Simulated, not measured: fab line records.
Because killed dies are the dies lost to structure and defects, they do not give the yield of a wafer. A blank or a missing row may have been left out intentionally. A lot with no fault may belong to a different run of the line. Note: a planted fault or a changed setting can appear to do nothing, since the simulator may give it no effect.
fab line records    flow berkeley_cmos170
record lots=7  wafers=21  last_day=12
route steps=331 shown M2@272
lots that met no fault: taken from a fault-free run of the same line
start_h: the number of hours between the record's first day and the start of the first shown wafer of the lot    wait_h: hours elapsed since this lot's preceding step    " repeats the value in the row above    L1.1+2: a single row standing in for several wafers    - no value, or no start given    * or withheld: withheld    < > ~ a bound
route shown NAME@n: NAME is a module with steps in the file, n the number in the route of the first one    usual: the fault-free wafers' mean and standard deviation    same: alike in all rows    chamber/n: place in a boat    sites: readings site by site    _std_site: their standard deviation    _edge_site: the outer-site mean with the inner-site mean subtracted    radius_mm: how far each site lies from the wafer's centre    mask NAME#n: copy n    behind: the tool/chamber that last shaped the wafer    hold: why the lot went on hold/how many hours it stayed there/how the hold came to an end    device: whichever transistor did not switch (one of n, p or np)    end of line: tests run on the same wafers once the route is complete    a step with no rows: only its recipe    killed: at the first sort, the dies lost to defects and structure; wafer yield is something else    map: a wafer's dies, x killed, . not, _ none there
set.NAME: the setting as run; set.NAME@STEP: as run at that earlier step    model.NAME: the simulator's own value behind a step, which no gauge read
lots at selected steps of the route; one table per step, one row per wafer
services: a tool's chamber out of use, with start hour (start_h, from the record's first day; less than 0 if before it), hours out, and reason
## steps
# step UCB170_M2_SPUTTER_01
# recipe material=Al  target_thk_nm=900  time_s=120  power_w=6000  chamber_pressure_pa=0.5
# usual throttle_valve_pct=30.2/0.77
lot.wafer  tool            chamber  start_h  wait_h  throttle_valve_pct
L754.2     pvd_sputter-01  -        191.43   0.0     30.1
L754.4     "               -        "        "       29.8
L754.5     "               -        "        "       30.8
L756.1     pvd_sputter-03  -        191.70   0.0     30.7
L756.2     "               -        "        "       29.2
L756.3     "               -        "        "       29.6
L755.2     pvd_sputter-02  -        191.88   0.0     28.9
L755.4     "               -        "        "       31.7
L755.5     "               -        "        "       31.4
L757.1     pvd_sputter-03  -        209.24   0.0     29.6
L757.3     "               -        "        "       30.5
L757.6     "               -        "        "       30.4
L762.1     pvd_sputter-03  -        239.43   0.0     30.7
L762.2     "               -        "        "       29.9
L762.5     "               -        "        "       30.4
L766.2     pvd_sputter-01  -        246.73   0.0     30.4
L766.4     "               -        "        "       30.3
L766.5     "               -        "        "       29.4
L770.3     pvd_sputter-02  -        279.41   0.0     30.3
L770.5     "               -        "        "       31.4
L770.6     "               -        "        "       30.2
# step UCB170_M2_RS_MEAS_02
# recipe thk_meas_gauge=four-point-probe  reads=Al_of_M2_SPUTTER_01
# usual M2_AL_RS=0.03243/0.0003
lot.wafer  tool           chamber  start_h  wait_h  M2_AL_RS[ohm/sq]
L754.2     film_metro-04  -        191.53   0.1     0.03248
L754.4     "              -        "        "       0.03242
L754.5     "              -        "        "       0.03219
L756.1     film_metro-02  -        191.79   0.0     0.03253
L756.2     "              -        "        "       0.03239
L756.3     "              -        "        "       0.0326
L755.2     film_metro-01  -        191.98   0.1     0.03275
L755.4     "              -        "        "       0.03273
L755.5     "              -        "        "       0.03271
L757.1     film_metro-02  -        209.32   0.0     0.03211
L757.3     "              -        "        "       0.03233
L757.6     "              -        "        "       0.03243
L762.1     film_metro-01  -        239.52   0.0     0.03263
L762.2     "              -        "        "       0.03239
L762.5     "              -        "        "       0.0325
L766.2     film_metro-01  -        246.84   0.1     0.03235
L766.4     "              -        "        "       0.03204
L766.5     "              -        "        "       0.03219
L770.3     film_metro-01  -        279.53   0.1     0.03215
L770.5     "              -        "        "       0.03236
L770.6     "              -        "        "       0.03266
# step UCB170_M2_THK_MEAS_03
# recipe thk_meas_gauge=xrf  reads=Al_of_M2_SPUTTER_01
# usual M2_AL_THK=870/8.5
lot.wafer  tool           chamber  start_h  wait_h  M2_AL_THK[nm]
L754.2     film_metro-04  -        191.64   0.1     869
L754.4     "              -        "        "       868
L754.5     "              -        "        "       875
L756.1     film_metro-02  -        191.91   0.1     869
L756.2     "              -        "        "       870
L756.3     "              -        "        "       871
L755.2     film_metro-01  -        192.09   0.1     864
L755.4     "              -        "        "       870
L755.5     "              -        "        "       861
L757.1     film_metro-02  -        209.44   0.1     880
L757.3     "              -        "        "       878
L757.6     "              -        "        "       872
L762.1     film_metro-01  -        239.64   0.1     865
L762.2     "              -        "        "       869
L762.5     "              -        "        "       866
L766.2     film_metro-01  -        246.95   0.1     870
L766.4     "              -        "        "       880
L766.5     "              -        "        "       878
L770.3     film_metro-01  -        279.63   0.1     878
L770.5     "              -        "        "       875
L770.6     "              -        "        "       867
# step UCB170_M2_HMDS_04
# recipe prime_time_s=60  prime_temp_c=100
# step UCB170_M2_COAT_05
# recipe resist=KrF  spin_rpm=1500  resist_thk_nm=900
# step UCB170_M2_SOFTBAKE_06
# recipe resist=KrF  temp_c=130  time_s=60
# step UCB170_M2_STRIP_07
# recipe chemistry=O2  power_w=400  pressure_mtorr=3500  platen_temp_c=withheld  o2_flow_sccm=400  overash_fraction=0.5
# usual drypump_motor_current_A=5.48/0.092  oes_product_au=0.734/0.0054  strip_time_to_endpoint_s=22.00/0.056
lot.wafer  tool             chamber  start_h  wait_h  drypump_motor_current_A  oes_product_au  rf_hours_counter_h  strip_time_to_endpoint_s
L754.2     plasma_asher-02  0        192.14   0.1     5.63                     0.731           48                  22.01
L754.4     "                1        "        "       5.46                     0.728           -                   21.99
L754.5     "                1        "        "       5.45                     0.738           -                   21.94
L756.1     plasma_asher-01  0        192.42   0.1     5.42                     0.738           49                  21.99
L756.2     "                1        "        "       5.56                     0.739           49                  22.06
L756.3     "                1        "        "       5.55                     0.729           -                   22.00
L755.2     plasma_asher-04  1        192.59   0.1     5.57                     0.737           9                   22.06
L755.4     "                1        "        "       5.58                     0.734           -                   21.98
L755.5     "                0        "        "       5.33                     0.730           -                   22.06
L757.1     plasma_asher-01  0        209.95   0.1     5.41                     0.738           50                  22.00
L757.3     "                1        "        "       5.55                     0.733           -                   21.97
L757.6     "                1        "        "       5.55                     0.732           -                   22.00
L762.1     plasma_asher-02  0        240.48   0.1     5.62                     0.727           54                  21.98
L762.2     "                1        "        "       5.46                     0.730           54                  21.89
L762.5     "                0        "        "       5.61                     0.728           -                   21.97
L766.2     plasma_asher-01  1        247.72   0.1     5.55                     0.730           54                  22.13
L766.4     "                0        "        "       5.38                     0.735           -                   22.06
L766.5     "                1        "        "       5.56                     0.734           -                   22.07
L770.3     plasma_asher-01  1        280.16   0.1     5.53                     0.736           -                   22.03
L770.5     "                1        "        "       5.54                     0.729           -                   22.01
L770.6     "                0        "        "       5.41                     0.744           -                   22.01
# step UCB170_M2_STRIP_08
# recipe chemistry=DMSO  temp_c=80  time_s=600  material=KrF
# step UCB170_M2_COAT_09
# recipe resist=BARC  temp_c=withheld  time_s=withheld  spin_rpm=3000  resist_thk_nm=withheld
# step UCB170_M2_COAT_10
# recipe resist=KrF  spin_rpm=1500  resist_thk_nm=900
# step UCB170_M2_SOFTBAKE_11
# recipe resist=KrF  temp_c=130  time_s=60
# step UCB170_M2_EXPOSE_12
# recipe mask_id=METAL2  target_cd_nm=700  na=0.5  sigma_outer=0.6  source_shape=conventional  dose_mj=26
# step UCB170_M2_PEB_13
# recipe peb_temp_c=130  peb_time_s=withheld  resist=KrF
# usual chill_plate_temp_C=23.01/0.11  exhaust_pa=45.1/1
lot.wafer  tool            chamber  start_h  wait_h  chill_plate_temp_C  exhaust_pa
L754.2     litho_track-02  0        193.18   0.1     23.09               45.8
L754.4     "               0        "        "       23.07               46.5
L754.5     "               0        "        "       23.07               45.8
L756.1     litho_track-02  -        193.43   0.1     -                   -
L756.2     "               -        "        "       -                   -
L756.3     "               -        "        "       -                   -
L755.2     litho_track-04  -        194.02   0.4     -                   -
L755.4     "               -        "        "       -                   -
L755.5     "               -        "        "       -                   -
L757.1     litho_track-03  -        211.06   0.2     -                   -
L757.3     "               -        "        "       -                   -
L757.6     "               -        "        "       -                   -
L762.1     litho_track-04  0        241.54   0.1     22.91               43.4
L762.2     "               0        "        "       22.96               43.3
L762.5     "               0        "        "       22.98               43.3
L766.2     litho_track-02  0        249.05   0.5     23.00               43.9
L766.4     "               0        "        "       23.14               43.7
L766.5     "               0        "        "       22.99               46.1
L770.3     litho_track-04  0        281.07   0.2     22.88               43.0
L770.5     "               0        "        "       22.95               43.6
L770.6     "               0        "        "       22.73               45.3
# step UCB170_M2_DEVELOP_14
# recipe developer=TMAH  develop_time_s=45  resist=KrF  dev_temp_c=21
## services
tool             chamber  start_h  hours  kind
pvd_sputter-02   -        202.05   2.2    repair
pvd_sputter-02   -        223.99   1.4    repair
plasma_asher-01  -        266.60   2.3    repair
## key
first_sign step=UCB170_M2_PEB_13  reading=tool_record  direction=missing
effect none on later readings
met_at UCB170_M2_PEB_13
struck_wafers L755.2,L755.4,L755.5,L756.1,L756.2,L756.3,L757.1,L757.3,L757.6
later_rows_left_out L755.2,L755.4,L755.5,L756.1,L756.2,L756.3,L757.1,L757.3,L757.6
sort_left_out L755.2,L755.4,L755.5,L756.1,L756.2,L756.3,L757.1,L757.3,L757.6
onset_between 193.18 193.43
fault kind=skipped_step_whole  tool=litho_track-02,litho_track-03,litho_track-04  chamber=-  onset_h=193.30  steps=UCB170_M2_PEB_13  scope=struck_lots_only
# sort_left_out: the simulated sort isn't trusted on such a fault, so these wafers' sort isn't shown, and their yield isn't known
# later_rows_left_out: the simulator's readings of these wafers behind a module that went badly wrong aren't trusted and aren't shown, but for the sort
